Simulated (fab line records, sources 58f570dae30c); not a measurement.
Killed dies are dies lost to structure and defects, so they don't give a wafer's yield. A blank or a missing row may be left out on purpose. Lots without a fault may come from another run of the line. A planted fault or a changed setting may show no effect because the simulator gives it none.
One fault seen from 2 desks | flow berkeley_cmos170 | each desk has only its own numbers; what lay behind them comes last

THE METROLOGY DESK
What the gauges read, lot by lot, whatever tool the lot ran on: means of the sampled wafers that have a number. A lot is out of limits, marked OUT, if its mean lies more than 4 standard deviations from the usual mean; the brackets give that distance.
Columns: A = PFIELD_OVL at UCB170_PFIELD_OVL_MEAS_06, usual 3 nm; B = NVT_OVL at UCB170_NVT_OVL_MEAS_06, usual -4 nm; C = PVT_OVL at UCB170_PVT_OVL_MEAS_06, usual 0 nm
lot  | first seen here | A  | B  | C
L675 | day 4 14:22     | 9  | -9 | 0
L677 | day 5 16:50     | 5  | -3 | -1
L679 | day 5 22:24     | -1 | -1 | -2
L680 | day 6 04:05     | 5  | -2 | -2
L681 | day 6 12:59     | -1 | -5 | -2
L683 | day 6 13:16     | 6  | -6 | -7
L682 | day 6 13:21     | 3  | 5  | 1
L685 | day 6 23:05     | 6  | 4  | -6
L688 | day 8 05:10     | 6  | -5 | -6
L689 | day 8 05:26     | 4  | 1  | 3
L690 | day 8 19:08     | 1  | -5 | 0
L694 | day 9 09:45     | 3  | -4 | 0
L696 | day 9 09:45     | 1  | -2 | 4
L695 | day 9 10:28     | -1 | -4 | 1
This desk's finding: nothing out of limits on any of the 14 lots.

THE TOOL OWNER'S DESK: plasma_asher-04
The tool's own readings at UCB170_PVT_STRIP_08 (strips in O2): means of the sampled wafers that have a number, for each lot that ran on this tool. A lot is out of limits, marked OUT, if its mean lies more than 4 standard deviations from the usual mean; the brackets give that distance.
Columns: A = drypump_motor_current_A at UCB170_PVT_STRIP_08, usual 5.63 A; B = oes_product_au at UCB170_PVT_STRIP_08, usual 0.735 a.u.; C = strip_time_to_endpoint_s at UCB170_PVT_STRIP_08, usual 21.62 s
lot  | first seen here | A    | B               | C
L679 | day 8 00:58     | 5.76 | 0.732           | 21.56
L681 | day 8 05:21     | 5.75 | 0.735           | 21.49
L685 | day 8 13:26     | 5.73 | 0.733           | 21.64
L689 | day 9 12:38     | 5.78 | 0.814 (+19) OUT | 21.68
L690 | day 10 04:05    | 5.69 | 0.810 (+18) OUT | 21.63
This desk's finding: out of limits on L689, L690; first on L689, day 9 12:38 (oes_product_au at UCB170_PVT_STRIP_08). In limits: L679, L681, L685.

PUT TOGETHER
The tool owner's desk could have raised an alarm at day 9 12:38, on L689, L690.
The metrology desk saw nothing out of limits.
The metrology desk has L689, L690 on record, within its limits.
Of the lots named, all ran UCB170_PVT_STRIP_08 on plasma_asher-04.

WHAT THE SIMULATOR HAD PUT IN
Process parameter drift: plasma_asher-04, from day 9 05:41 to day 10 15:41, at UCB170_PVT_STRIP_08. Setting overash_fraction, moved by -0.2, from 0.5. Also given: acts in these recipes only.
Lots struck among those shown: L689, L690.
Hours from the fault's start to each desk's first reading out of limits: the tool owner's desk, 7.
